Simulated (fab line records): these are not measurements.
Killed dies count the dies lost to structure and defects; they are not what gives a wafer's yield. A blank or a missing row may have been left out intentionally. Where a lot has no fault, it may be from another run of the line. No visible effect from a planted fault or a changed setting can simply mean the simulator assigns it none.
fab line records -- flow berkeley-cmos170
record: lots: 14, wafers: 42, last-day: 11
route steps=331 shown M3@310
lots that met no fault: taken from a fault-free run of the same line
start-h: start of the lot's first displayed wafer, in hours after the record's first day -- wait-h: hours elapsed since this lot's preceding step -- " unchanged from the row above -- L1.1+2: a single row standing in for several wafers -- - value missing, or start not given -- * or withheld: withheld -- < > ~ a bound
route shown NAME@n: names a module that has steps shown in the file, with the first one's number in the route -- usual: average and standard deviation across the fault-free wafers -- same: alike in all rows -- chamber/n: place in a boat -- sites: per-site readings -- _std_site: standard deviation across them -- _edge_site: mean of outer sites minus mean of inner sites -- radius-mm: for every site, how far away it sits from the centre of the wafer -- mask NAME#n: copy n -- behind: the tool/chamber that last shaped the wafer -- hold: why the lot went on hold/how many hours it stayed there/how the hold came to an end -- device: which transistor (n, p or np) failed to switch -- end of line: the tests these same wafers got at the end of their route -- for a step that has no rows: nothing shown but its recipe -- killed: the dies lost at the first sort to structure and to defects; this is not the yield of the wafer -- map: shows each die of a wafer: x if killed, . if not, _ if none is there
set.NAME: setting as actually run; set.NAME@STEP: the setting as run at that earlier step -- model.NAME: the simulator's own value behind a step, which no gauge read
one table for each step of the route and one row for each wafer, over a sample of lots
services: when a tool's chamber went out of use (start-h, in hours from the record's first day, below 0 if earlier), for how many hours, and the reason
== steps ==
step: UCB170_M3_SPUTTER_01
recipe: material: Al, target-thk-nm: 900, time-s: 120, power-w: 6000, chamber-pressure-pa: 0.5
usual: throttle-valve-pct: 30.1/0.74
same: time-s: 120
lot.wafer,tool,chamber,start-h,wait-h,throttle-valve-pct
L473.2,pvd-sputter-01,-,160.97,0.0,27.9
L473.3,pvd-sputter-01,-,160.97,0.0,31.5
L473.6,pvd-sputter-01,-,160.97,0.0,30.9
L476.1,pvd-sputter-03,-,171.74,0.0,30.8
L476.2,pvd-sputter-03,-,171.74,0.0,30.8
L476.5,pvd-sputter-03,-,171.74,0.0,29.8
L477.2,pvd-sputter-04,-,172.20,0.0,29.9
L477.4,pvd-sputter-04,-,172.20,0.0,30.2
L477.6,pvd-sputter-04,-,172.20,0.0,30.0
L478.2,pvd-sputter-03,-,182.02,0.0,29.6
L478.3,pvd-sputter-03,-,182.02,0.0,30.9
L478.6,pvd-sputter-03,-,182.02,0.0,29.8
L479.2,pvd-sputter-04,-,192.25,0.0,30.1
L479.4,pvd-sputter-04,-,192.25,0.0,30.3
L479.5,pvd-sputter-04,-,192.25,0.0,30.0
L480.1,pvd-sputter-01,-,204.37,0.0,29.8
L480.2,pvd-sputter-01,-,204.37,0.0,28.5
L480.6,pvd-sputter-01,-,204.37,0.0,29.7
L482.2,pvd-sputter-03,-,204.47,0.0,29.7
L482.4,pvd-sputter-03,-,204.47,0.0,29.8
L482.5,pvd-sputter-03,-,204.47,0.0,31.0
L482.2,pvd-sputter-03,-,204.72,0.2,29.9
L482.4,pvd-sputter-03,-,204.72,0.2,29.7
L482.5,pvd-sputter-03,-,204.72,0.2,31.0
L481.3,pvd-sputter-01,-,206.91,0.0,31.1
L481.5,pvd-sputter-01,-,206.91,0.0,30.6
L481.6,pvd-sputter-01,-,206.91,0.0,28.2
L483.2,pvd-sputter-03,-,207.88,0.0,29.9
L483.4,pvd-sputter-03,-,207.88,0.0,29.6
L483.6,pvd-sputter-03,-,207.88,0.0,30.7
L484.1,pvd-sputter-04,-,211.23,0.0,30.0
L484.3,pvd-sputter-04,-,211.23,0.0,29.8
L484.4,pvd-sputter-04,-,211.23,0.0,30.3
L484.1,pvd-sputter-04,-,211.48,0.2,30.1
L484.3,pvd-sputter-04,-,211.48,0.2,30.0
L484.4,pvd-sputter-04,-,211.48,0.2,30.2
L492.1,pvd-sputter-01,-,242.87,0.0,30.1
L492.3,pvd-sputter-01,-,242.87,0.0,28.5
L492.6,pvd-sputter-01,-,242.87,0.0,30.9
L496.1,pvd-sputter-04,-,265.69,0.0,30.0
L496.3,pvd-sputter-04,-,265.69,0.0,30.1
L496.5,pvd-sputter-04,-,265.69,0.0,30.2
L494.1,pvd-sputter-01,-,265.96,0.0,30.7
L494.3,pvd-sputter-01,-,265.96,0.0,31.5
L494.5,pvd-sputter-01,-,265.96,0.0,28.7
L495.2,pvd-sputter-04,-,266.78,0.0,29.7
L495.4,pvd-sputter-04,-,266.78,0.0,29.8
L495.5,pvd-sputter-04,-,266.78,0.0,30.0
step: UCB170_M3_RS_MEAS_02
recipe: thk-meas-gauge: four-point-probe, reads: Al_of_M3_SPUTTER_01
usual: M3_AL_RS: 0.0324/0.00031
lot.wafer,tool,chamber,start-h,wait-h,M3_AL_RS[ohm/sq]
L473.2,film-metro-02,-,161.07,0.1,0.0325
L473.3,film-metro-02,-,161.07,0.1,0.0322
L473.6,film-metro-02,-,161.07,0.1,0.0327
L476.1,film-metro-03,-,171.82,0.0,0.0323
L476.2,film-metro-03,-,171.82,0.0,0.0326
L476.5,film-metro-03,-,171.82,0.0,0.0323
L477.2,film-metro-02,-,172.30,0.1,0.0331
L477.4,film-metro-02,-,172.30,0.1,0.0324
L477.6,film-metro-02,-,172.30,0.1,0.0327
L478.2,film-metro-03,-,182.16,0.1,0.0322
L478.3,film-metro-03,-,182.16,0.1,0.0323
L478.6,film-metro-03,-,182.16,0.1,0.0326
L479.2,film-metro-03,-,192.36,0.1,0.0321
L479.4,film-metro-03,-,192.36,0.1,0.0322
L479.5,film-metro-03,-,192.36,0.1,0.0324
L480.1,film-metro-03,-,204.45,0.0,0.0325
L480.2,film-metro-03,-,204.45,0.0,0.0320
L480.6,film-metro-03,-,204.45,0.0,0.0322
L482.2,film-metro-04,-,204.83,0.1,0.0160
L482.4,film-metro-04,-,204.83,0.1,0.0161
L482.5,film-metro-04,-,204.83,0.1,0.0159
L481.3,film-metro-02,-,207.03,0.1,0.0323
L481.5,film-metro-02,-,207.03,0.1,0.0327
L481.6,film-metro-02,-,207.03,0.1,0.0323
L483.2,film-metro-03,-,207.98,0.1,0.0326
L483.4,film-metro-03,-,207.98,0.1,0.0326
L483.6,film-metro-03,-,207.98,0.1,0.0326
L484.1,film-metro-03,-,211.56,0.0,0.0163
L484.3,film-metro-03,-,211.56,0.0,0.0163
L484.4,film-metro-03,-,211.56,0.0,0.0160
L492.1,film-metro-02,-,242.95,0.0,0.0325
L492.3,film-metro-02,-,242.95,0.0,0.0325
L492.6,film-metro-02,-,242.95,0.0,0.0327
L496.1,film-metro-03,-,265.78,0.0,0.0329
L496.3,film-metro-03,-,265.78,0.0,0.0326
L496.5,film-metro-03,-,265.78,0.0,0.0320
L494.1,film-metro-04,-,266.04,0.0,0.0328
L494.3,film-metro-04,-,266.04,0.0,0.0325
L494.5,film-metro-04,-,266.04,0.0,0.0322
L495.2,film-metro-04,-,266.89,0.1,0.0332
L495.4,film-metro-04,-,266.89,0.1,0.0330
L495.5,film-metro-04,-,266.89,0.1,0.0328
step: UCB170_M3_THK_MEAS_03
recipe: thk-meas-gauge: xrf, reads: Al_of_M3_SPUTTER_01
usual: M3_AL_THK: 897/9.3
lot.wafer,tool,chamber,start-h,wait-h,M3_AL_THK[nm]
L473.2,film-metro-02,-,161.18,0.1,898
L473.3,film-metro-02,-,161.18,0.1,897
L473.6,film-metro-02,-,161.18,0.1,888
L476.1,film-metro-03,-,171.94,0.1,899
L476.2,film-metro-03,-,171.94,0.1,884
L476.5,film-metro-03,-,171.94,0.1,899
L477.2,film-metro-02,-,172.41,0.1,878
L477.4,film-metro-02,-,172.41,0.1,895
L477.6,film-metro-02,-,172.41,0.1,888
L478.2,film-metro-03,-,182.27,0.1,898
L478.3,film-metro-03,-,182.27,0.1,899
L478.6,film-metro-03,-,182.27,0.1,890
L479.2,film-metro-03,-,192.47,0.1,904
L479.4,film-metro-03,-,192.47,0.1,900
L479.5,film-metro-03,-,192.47,0.1,896
L480.1,film-metro-03,-,204.57,0.1,891
L480.2,film-metro-03,-,204.57,0.1,909
L480.6,film-metro-03,-,204.57,0.1,897
L482.2,film-metro-04,-,204.94,0.1,1810
L482.4,film-metro-04,-,204.94,0.1,1798
L482.5,film-metro-04,-,204.94,0.1,1826
L481.3,film-metro-02,-,207.13,0.1,891
L481.5,film-metro-02,-,207.13,0.1,882
L481.6,film-metro-02,-,207.13,0.1,899
L483.2,film-metro-03,-,208.09,0.1,889
L483.4,film-metro-03,-,208.09,0.1,890
L483.6,film-metro-03,-,208.09,0.1,889
L484.1,film-metro-03,-,211.71,0.1,1766
L484.3,film-metro-03,-,211.71,0.1,1777
L484.4,film-metro-03,-,211.71,0.1,1792
L492.1,film-metro-02,-,243.07,0.1,888
L492.3,film-metro-02,-,243.07,0.1,894
L492.6,film-metro-02,-,243.07,0.1,882
L496.1,film-metro-03,-,265.90,0.1,882
L496.3,film-metro-03,-,265.90,0.1,885
L496.5,film-metro-03,-,265.90,0.1,906
L494.1,film-metro-04,-,266.16,0.1,894
L494.3,film-metro-04,-,266.16,0.1,904
L494.5,film-metro-04,-,266.16,0.1,907
L495.2,film-metro-04,-,267.00,0.1,886
L495.4,film-metro-04,-,267.00,0.1,891
L495.5,film-metro-04,-,267.00,0.1,896
step: UCB170_M3_METAL_ETCH_18
recipe: chemistry: Cl2/BCl3, target: Al, stop-on: SiO2, pressure-mtorr: 12, target-depth-a: 11700, over-etch-frac: 0.3, time-s: 195, icp-w: 600, bias-w: 120, Cl2_flow_sccm: 90, bcl3-flow-sccm: 45
usual: drypump-motor-current-A: 5.8/0.43, oes-product-au: 0.844/0.011, throttle-valve-pct: 24.48/0.17
same: time-s: 195
lot.wafer,tool,chamber,start-h,wait-h,drypump-motor-current-A,oes-product-au,rf-hours-counter-h,throttle-valve-pct
L473.2,rie-metal-03,0,163.06,-,5.7,0.855,-,24.37
L473.3,rie-metal-03,0,163.06,-,5.7,0.856,-,24.38
L473.6,rie-metal-03,0,163.06,-,5.7,0.854,-,24.36
L476.1,rie-metal-02,1,173.78,-,5.4,0.854,18,24.64
L476.2,rie-metal-02,0,173.78,-,6.0,0.839,4,24.80
L476.5,rie-metal-02,1,173.78,-,5.4,0.844,-,24.64
L477.2,rie-metal-03,1,174.24,-,6.2,0.841,0,24.40
L477.4,rie-metal-03,0,174.24,-,5.7,0.853,-,24.36
L477.6,rie-metal-03,0,174.24,-,5.7,0.847,-,24.38
L478.2,rie-metal-02,1,184.53,-,5.4,0.854,18,24.62
L478.3,rie-metal-02,1,184.53,-,5.4,0.849,-,24.64
L478.6,rie-metal-02,1,184.53,-,5.4,0.858,-,24.64
L479.2,rie-metal-04,1,197.13,-,6.3,0.860,3,24.45
L479.4,rie-metal-04,0,197.13,-,5.2,0.834,-,24.35
L479.5,rie-metal-04,0,197.13,-,5.2,0.830,-,24.36
L480.1,rie-metal-02,0,207.78,-,6.0,0.837,5,24.81
L480.2,rie-metal-02,0,207.78,-,6.0,0.844,-,24.80
L480.6,rie-metal-02,0,207.78,-,6.0,0.841,-,24.81
L482.2,rie-metal-04,1,207.93,-,6.3,1.004,3,24.40
L482.4,rie-metal-04,1,207.93,-,6.3,1.009,-,24.38
L482.5,rie-metal-04,1,207.93,-,6.3,0.991,-,24.39
L481.3,rie-metal-03,1,210.34,-,6.2,0.842,-,24.39
L481.5,rie-metal-03,0,210.34,-,5.7,0.847,-,24.37
L481.6,rie-metal-03,1,210.34,-,6.2,0.849,-,24.39
L483.2,rie-metal-04,1,210.88,-,6.3,0.851,3,24.45
L483.4,rie-metal-04,0,210.88,-,5.2,0.833,-,24.34
L483.6,rie-metal-04,0,210.88,-,5.2,0.824,-,24.36
L484.1,rie-metal-03,1,213.84,-,6.2,1.010,1,24.31
L484.3,rie-metal-03,0,213.84,-,5.7,0.994,-,24.31
L484.4,rie-metal-03,1,213.84,-,6.2,1.001,-,24.30
L492.1,rie-metal-03,1,245.48,-,6.2,0.846,3,24.39
L492.3,rie-metal-03,1,245.48,-,6.2,0.841,-,24.40
L492.6,rie-metal-03,1,245.48,-,6.3,0.838,-,24.39
L496.1,rie-metal-02,0,268.23,-,6.0,0.836,7,24.80
L496.3,rie-metal-02,1,268.23,-,5.4,0.856,-,24.42
L496.5,rie-metal-02,1,268.23,-,5.4,0.868,-,24.42
L494.1,rie-metal-04,0,268.62,-,5.2,0.829,13,24.35
L494.3,rie-metal-04,1,268.62,-,6.3,0.848,-,24.45
L494.5,rie-metal-04,1,268.62,-,6.3,0.854,-,24.45
L495.2,rie-metal-02,1,269.79,-,5.4,0.852,1,24.40
L495.4,rie-metal-02,1,269.79,-,5.4,0.859,-,24.40
L495.5,rie-metal-02,1,269.79,-,5.4,0.863,-,24.40
== services ==
tool,chamber,start-h,hours,kind
rie-metal-03,1,148.46,-,clean
rie-metal-03,1,148.46,17.9,scheduled-down
rie-metal-03,1,148.46,17.9,vent-cycle
rie-metal-03,-,158.08,2.8,pm
rie-metal-04,-,171.74,2.8,pm
rie-metal-02,1,191.53,-,clean
rie-metal-02,1,191.53,17.7,scheduled-down
rie-metal-02,1,191.53,17.7,vent-cycle
pvd-sputter-03,-,193.43,1.0,repair
rie-metal-02,1,233.36,6.5,repair
rie-metal-02,-,236.18,3.9,repair
pvd-sputter-04,-,241.12,18.4,repair
pvd-sputter-03,-,263.26,1.8,repair
== key ==
first-sign: step: UCB170_M3_SPUTTER_01, reading: visit, direction: added
effect: step: UCB170_M3_RS_MEAS_02, reading: M3_AL_RS, direction: down, sigmas: 53, usual: 0.0324, struck: 0.0161
effect: step: UCB170_M3_THK_MEAS_03, reading: M3_AL_THK, direction: up, sigmas: 97, usual: 897, struck: 1795
effect: step: UCB170_M3_METAL_ETCH_18, reading: oes-product-au, direction: up, sigmas: 15, usual: 0.844, struck: 1.002
met-at UCB170_M3_SPUTTER_01
struck-lots L482,L484
later-rows-left-out L482.2,L482.4,L482.5,L484.1,L484.3,L484.4
sort-left-out L482.2,L482.4,L482.5,L484.1,L484.3,L484.4
fault: kind: repeated-step-whole, tool: pvd-sputter-01,pvd-sputter-03,pvd-sputter-04, chamber: -, onset-h: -, steps: UCB170_M3_SPUTTER_01, times: 1, scope: struck-lots-only
sort-left-out: the simulated sort isn't trusted on such a fault, so these wafers' sort isn't shown, and their yield isn't known
later-rows-left-out: the simulator's readings of these wafers behind a module that went badly wrong aren't trusted and aren't shown, but for the sort
